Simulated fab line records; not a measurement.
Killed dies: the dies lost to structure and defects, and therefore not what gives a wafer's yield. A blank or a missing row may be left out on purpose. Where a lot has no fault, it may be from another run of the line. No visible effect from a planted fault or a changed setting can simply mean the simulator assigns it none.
2 desks looking at one fault	flow rit_cmos	each desk holds nothing but its own numbers, with what lay behind them at the end

FOR THE TOOL OWNER'S DESK: furnace-02
Per lot that ran on this tool, the mean of the sampled wafers carrying a number, from the tool's own readings at RIT_M1_ANNEAL_15 (time 1800 s). The brackets show how far a lot's mean lies from the usual mean; more than 4 standard deviations puts the lot out of limits, marked OUT.
Columns: A = spike_tc_centre_C at RIT_M1_ANNEAL_15, usual 453.4 C; B = spike_tc_load_C at RIT_M1_ANNEAL_15, usual 471.5 C; C = tube_center_temp_C at RIT_M1_ANNEAL_15, usual 450 C
lot	first seen here	A	B	C
L782	day 3 16:24	453.7	472.3	450
L783	day 3 21:44	451.9	471.2	450
L784	day 4 03:43	452.8	472.1	450
L786	day 4 13:44	453.6	470.7	450
L787	day 4 19:52	454.4	471.7	450
L789	day 5 01:59	453.0	471.4	450
L792	day 5 21:58	453.0	471.7	450
L793	day 6 02:34	453.4	471.4	450
L800	day 8 03:23	453.4	471.2	450
L801	day 8 04:53	453.0	470.3	450
L802	day 8 15:26	452.9	471.6	450
L803	day 8 22:53	454.5	471.6	450
This desk's finding: nothing out of limits on any of the 12 lots.

METROLOGY DESK
What the gauges read, lot by lot, whatever tool the lot ran on: means of the sampled wafers that have a number. The brackets show how far a lot's mean lies from the usual mean; more than 4 standard deviations puts the lot out of limits, marked OUT.
Columns: A = GATE_POLY_THK at RIT_GATE_THK_MEAS_09, usual 251.1 nm; B = NLDD_OVL at RIT_NLDD_OVL_MEAS_06, usual -0.4 nm
lot	first seen here	A	B
L782	day 2 19:12	255.1	-1.1
L783	day 3 00:32	250.6	-0.3
L784	day 3 08:15	248.9	-1.2
L786	day 3 16:25	250.1	-1.5
L787	day 3 22:08	251.5	-1.8
L789	day 4 04:54	252.3	-0.8
L792	day 4 21:19	252.3	0.2
L793	day 5 03:43	249.3	0.7
L796	day 5 18:23	249.5	-1.1
L795	day 5 18:23	250.6	-1.6
L800	day 7 02:34	250.8	0.8
L801	day 7 02:34	254.2	-0.8
L802	day 7 18:01	252.2	0.2
L803	day 7 21:25	253.0	-2.0
This desk's finding: nothing out of limits on any of the 14 lots.

BROUGHT TOGETHER
The desk of the tool owner found nothing out of limits.
From the metrology desk's view, nothing was out of limits.

WHAT THE SIMULATOR HAD PUT IN
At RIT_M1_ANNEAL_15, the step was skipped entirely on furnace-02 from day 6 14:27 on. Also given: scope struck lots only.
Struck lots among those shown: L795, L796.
